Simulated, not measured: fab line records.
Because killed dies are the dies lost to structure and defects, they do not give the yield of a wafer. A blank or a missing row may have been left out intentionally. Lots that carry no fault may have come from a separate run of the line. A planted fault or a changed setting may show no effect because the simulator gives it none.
What tool caused it? :: flow berkeley cmos170 :: 14 lots, 42 wafers sampled, at 3 steps of a route of 331

== WHAT THE GAUGES SHOWED, per wafer ==
UCB170_M1_CD_MEAS_09 targets a cd of 700 nm. Usual: cd nm reads 699.4 nm (standard deviation 1.3).
lot: L679
measured: day 6 14:43
on: cd sem-01
cd nm (nm): 699.3 700.8 700.2
flag: 

lot: L680
measured: day 7 04:35
on: cd sem-02
cd nm (nm): 697.8 696.9 697.7
flag: 

lot: L685
measured: day 7 17:53
on: cd sem-02
cd nm (nm): 701.4 702.9 702.1
flag: 

lot: L683
measured: day 7 18:41
on: cd sem-01
cd nm (nm): 698.6 699.0 697.9
flag: 

lot: L686
measured: day 7 23:08
on: cd sem-02
cd nm (nm): 699.7 699.7 700.2
flag: 

lot: L689
measured: day 8 16:39
on: cd sem-01
cd nm (nm): 699.7 699.4 698.8
flag: 

lot: L690
measured: day 8 23:50
on: cd sem-01
cd nm (nm): 700.9 700.0 701.0
flag: 

lot: L691
measured: day 9 00:49
on: cd sem-01
cd nm (nm): 700.6 700.3 701.6
flag: 

lot: L693
measured: day 9 17:28
on: cd sem-01
cd nm (nm): 698.3 699.2 698.5
flag: 

lot: L694
measured: day 9 18:16
on: cd sem-01
cd nm (nm): 699.6 698.6 699.5
flag: 

lot: L692
measured: day 9 18:31
on: cd sem-02
cd nm (nm): 699.5 697.4 699.8
flag: 

lot: L695
measured: day 10 11:18
on: cd sem-02
cd nm (nm): 697.9 697.0 697.5
flag: 

lot: L700
measured: day 11 05:32
on: cd sem-01
cd nm (nm): 697.0 698.4 696.6
flag: 

lot: L702
measured: day 11 13:01
on: cd sem-02
cd nm (nm): 701.2 701.6 699.6
flag: 

UCB170_M1_OVL_MEAS_10. Usual: M1_OVL gives 1 nm (standard deviation 6.5).
lot: L679
measured: day 6 14:50
on: overlay-02
M1_OVL (nm): 5 3 1
flag: 

lot: L680
measured: day 7 04:42
on: overlay-02
M1_OVL (nm): -3 1 -1
flag: 

lot: L685
measured: day 7 18:00
on: overlay-02
M1_OVL (nm): 3 3 4
flag: 

lot: L683
measured: day 7 18:47
on: overlay-01
M1_OVL (nm): -2 0 -4
flag: 

lot: L686
measured: day 7 23:15
on: overlay-02
M1_OVL (nm): 12 10 4
flag: 

lot: L689
measured: day 8 16:46
on: overlay-01
M1_OVL (nm): 3 -1 3
flag: 

lot: L690
measured: day 8 23:56
on: overlay-01
M1_OVL (nm): -2 -4 -5
flag: 

lot: L691
measured: day 9 00:54
on: overlay-02
M1_OVL (nm): 4 -3 2
flag: 

lot: L693
measured: day 9 17:32
on: overlay-02
M1_OVL (nm): 3 5 8
flag: 

lot: L694
measured: day 9 18:22
on: overlay-01
M1_OVL (nm): 14 6 13
flag: 

lot: L692
measured: day 9 18:38
on: overlay-02
M1_OVL (nm): 6 10 0
flag: 

lot: L695
measured: day 10 11:22
on: overlay-01
M1_OVL (nm): -6 -2 -5
flag: 

lot: L700
measured: day 11 05:38
on: overlay-01
M1_OVL (nm): 8 6 7
flag: 

lot: L702
measured: day 11 13:08
on: overlay-02
M1_OVL (nm): -6 -10 -11
flag: 

== EACH LOT AND THE TOOL THAT RAN IT (in order: tool; ch and the chambers of the sampled wafers; start) ==
lot: L679
UCB170_CONTACT_RTA_08: rtp anneal-02 ch 0, day 6 10:45

lot: L680
UCB170_CONTACT_RTA_08: rtp anneal-01 ch 0, day 7 00:23

lot: L685
UCB170_CONTACT_RTA_08: rtp anneal-02 ch 0, day 7 14:31

lot: L683
UCB170_CONTACT_RTA_08: rtp anneal-01 ch 0, day 7 14:42

lot: L686
UCB170_CONTACT_RTA_08: rtp anneal-01 ch 0, day 7 20:18

lot: L689
UCB170_CONTACT_RTA_08: rtp anneal-02 ch 0, day 8 13:13

lot: L690
UCB170_CONTACT_RTA_08: rtp anneal-01 ch 0, day 8 20:40

lot: L691
UCB170_CONTACT_RTA_08: rtp anneal-02 ch 0, day 8 21:31

lot: L693
UCB170_CONTACT_RTA_08: rtp anneal-01 ch 0, day 9 14:10

lot: L694
UCB170_CONTACT_RTA_08: rtp anneal-02 ch 0, day 9 14:42

lot: L692
UCB170_CONTACT_RTA_08: rtp anneal-01 ch 0, day 9 15:43

lot: L695
UCB170_CONTACT_RTA_08: rtp anneal-01 ch 0, day 10 06:12

lot: L700
UCB170_CONTACT_RTA_08: rtp anneal-02 ch 0, day 11 00:35

lot: L702
UCB170_CONTACT_RTA_08: rtp anneal-01 ch 0, day 11 09:45
- UCB170_CONTACT_RTA_08: time 10 s.

== WHAT THE TOOLS THEMSELVES READ (means of the sampled wafers that have a number; where no wafer has one, the mark that the record gives instead) ==
UCB170_CONTACT_RTA_08. Usual: anneal temp c max 906.2, standard deviation 1.8; lamp power pct 24.5 %, standard deviation 1.6; wafer_temp_C_max 904.2, standard deviation 1.1.
lot: L679
tool: rtp anneal-02
anneal temp c max: 904.4
lamp power pct (%): 26.4
wafer_temp_C_max: 906.1
flag: 

lot: L680
tool: rtp anneal-01
anneal temp c max: 907.6
lamp power pct (%): 23.2
wafer_temp_C_max: 903.5
flag: 

lot: L685
tool: rtp anneal-02
anneal temp c max: 904.4
lamp power pct (%): 26.4
wafer_temp_C_max: 905.0
flag: 

lot: L683
tool: rtp anneal-01
anneal temp c max: 906.9
lamp power pct (%): 23.2
wafer_temp_C_max: 903.7
flag: 

lot: L686
tool: rtp anneal-01
anneal temp c max: 907.4
lamp power pct (%): 23.2
wafer_temp_C_max: 903.1
flag: 

lot: L689
tool: rtp anneal-02
anneal temp c max: 904.4
lamp power pct (%): 26.3
wafer_temp_C_max: 903.3
flag: 

lot: L690
tool: rtp anneal-01
anneal temp c max: 908.3
lamp power pct (%): 23.2
wafer_temp_C_max: 903.1
flag: 

lot: L691
tool: rtp anneal-02
anneal temp c max: 904.8
lamp power pct (%): 26.3
wafer_temp_C_max: 905.1
flag: 

lot: L693
tool: rtp anneal-01
anneal temp c max: 908.2
lamp power pct (%): 23.2
wafer_temp_C_max: 903.6
flag: 

lot: L694
tool: rtp anneal-02
anneal temp c max: 904.6
lamp power pct (%): 26.4
wafer_temp_C_max: 904.8
flag: 

lot: L692
tool: rtp anneal-01
anneal temp c max: 908.2
lamp power pct (%): 23.2
wafer_temp_C_max: 903.3
flag: 

lot: L695
tool: rtp anneal-01
anneal temp c max: 907.0
lamp power pct (%): 23.2
wafer_temp_C_max: 902.5
flag: 

lot: L700
tool: rtp anneal-02
anneal temp c max: 905.1
lamp power pct (%): 26.4
wafer_temp_C_max: 905.2
flag: 

lot: L702
tool: rtp anneal-01
anneal temp c max: 906.6
lamp power pct (%): 23.2
wafer_temp_C_max: 903.9
flag: 

== THE ANSWER, worked out from the rows above alone ==
Rule: lot off if the mean of its wafers having a number is beyond 3 standard deviations from the usual mean. Also off: a lot with no number at a reading for which 4 or more lots have one. The other lots that the step has rows for count as sound. After the gauges, taken in route order, come the tools' own readings; for these a lot's mean is taken, as printed above. The first step at which some lot is off is used, and at that step the reading that is off furthest; a lot without a number counts as furthest.
None of the lots is off at any reading shown; this tells nothing.

== WHAT THE SIMULATOR PUT IN ==
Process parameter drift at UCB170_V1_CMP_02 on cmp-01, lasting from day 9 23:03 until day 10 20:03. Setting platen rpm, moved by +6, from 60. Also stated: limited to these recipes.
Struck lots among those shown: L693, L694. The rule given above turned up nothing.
